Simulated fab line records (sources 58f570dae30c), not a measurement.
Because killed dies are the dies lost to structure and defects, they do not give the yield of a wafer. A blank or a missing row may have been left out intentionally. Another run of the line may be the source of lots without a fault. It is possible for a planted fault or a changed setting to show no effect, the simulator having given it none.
2 desks, one fault :: flow berkeleyCmos170 :: every desk sees just its own numbers, and what lay behind them comes last

DESK OF THE TOOL OWNER: lpcvd-01
The tool's own readings at UCB170_ACTIVE_CVD_05 (deposits Si3N4 from SiH2Cl2/NH3, target thk 220 nm, time 3300 s): means of the sampled wafers that have a number, for each lot that ran on this tool. The brackets show how far a lot's mean lies from the usual mean; more than 4 standard deviations puts the lot out of limits, marked OUT.
Columns: A = spikeTcLoadC at UCB170_ACTIVE_CVD_05, usual 826.0 C
lot: L163
first seen here: day 4 12:32
A: 827.0

lot: L164
first seen here: day 4 19:47
A: 823.1

lot: L165
first seen here: day 4 19:47
A: 824.7

lot: L180
first seen here: day 8 16:56
A: 826.4

lot: L181
first seen here: day 8 16:56
A: 824.5

lot: L182
first seen here: day 8 16:56
A: 824.5
Result from this desk: across the 6 lots, nothing is out of limits.

THE METROLOGY DESK
What the gauges read for every lot (on any tool): the sampled wafers with a number, averaged. The brackets show how far a lot's mean lies from the usual mean; more than 4 standard deviations puts the lot out of limits, marked OUT.
Columns: A = NWELL_OVL at UCB170_NWELL_OVL_MEAS_12, usual 1 nm; B = ACTIVE_NITRIDE_THK at UCB170_ACTIVE_THK_MEAS_06, usual 219.9 nm; C = ACTIVE_OVL at UCB170_ACTIVE_OVL_MEAS_14, usual -1 nm; D = NVT_TW at UCB170_NVT_TW_MEAS_09, usual 530
lot: L161
first seen here: day 2 05:43
A: -7
B: 218.6
C: 4
D: 530

lot: L163
first seen here: day 2 19:02
A: 7
B: 221.8
C: 1
D: 534

lot: L165
first seen here: day 3 01:55
A: -0
B: 196.2 (-9.9) OUT
C: -1
D: 538

lot: L164
first seen here: day 3 02:10
A: 6
B: 198.1 (-9.1) OUT
C: -3
D: 535

lot: L169
first seen here: day 3 21:34
A: 5
B: 219.8
C: -2
D: 534

lot: L173
first seen here: day 4 14:46
A: -4
B: 221.0
C: -10
D: 525

lot: L176
first seen here: day 5 05:08
A: 2
B: 218.1
C: -4
D: 525

lot: L177
first seen here: day 5 14:47
A: -7
B: 217.2
C: 1
D: 527

lot: L178
first seen here: day 5 23:56
A: -1
B: 218.9
C: -0
D: 527

lot: L179
first seen here: day 6 00:14
A: -0
B: 222.4
C: 2
D: 526

lot: L180
first seen here: day 6 10:59
A: -2
B: 220.6
C: -2
D: 532

lot: L181
first seen here: day 6 11:26
A: 0
B: 220.6
C: 1
D: 530

lot: L182
first seen here: day 6 18:52
A: 1
B: 223.6
C: -1
D: 521

lot: L184
first seen here: day 7 03:35
A: 7
B: 215.2
C: 1
D: 534
This desk reports L164, L165 out of limits; the earliest was L165 at day 4 21:41 (ACTIVE_NITRIDE_THK at UCB170_ACTIVE_THK_MEAS_06). L161, L163, L169, L173, L176, L177, L178, L179, L180, L181, L182, L184 stayed within limits.

ALL TOGETHER
An alarm was possible from the metrology desk at day 4 21:41, on L164, L165.
The desk of the tool owner found nothing out of limits.
Tool owner's desk: L164, L165 on record, inside its limits.
Of the lots named, all ran UCB170_ACTIVE_CVD_05 on lpcvd-01.

WHAT THE SIMULATOR HAD PUT IN
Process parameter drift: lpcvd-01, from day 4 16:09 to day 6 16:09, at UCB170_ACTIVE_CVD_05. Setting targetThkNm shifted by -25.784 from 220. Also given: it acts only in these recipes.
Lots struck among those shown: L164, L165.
Hours from the fault's start to each desk's first reading out of limits: the metrology desk, 6.
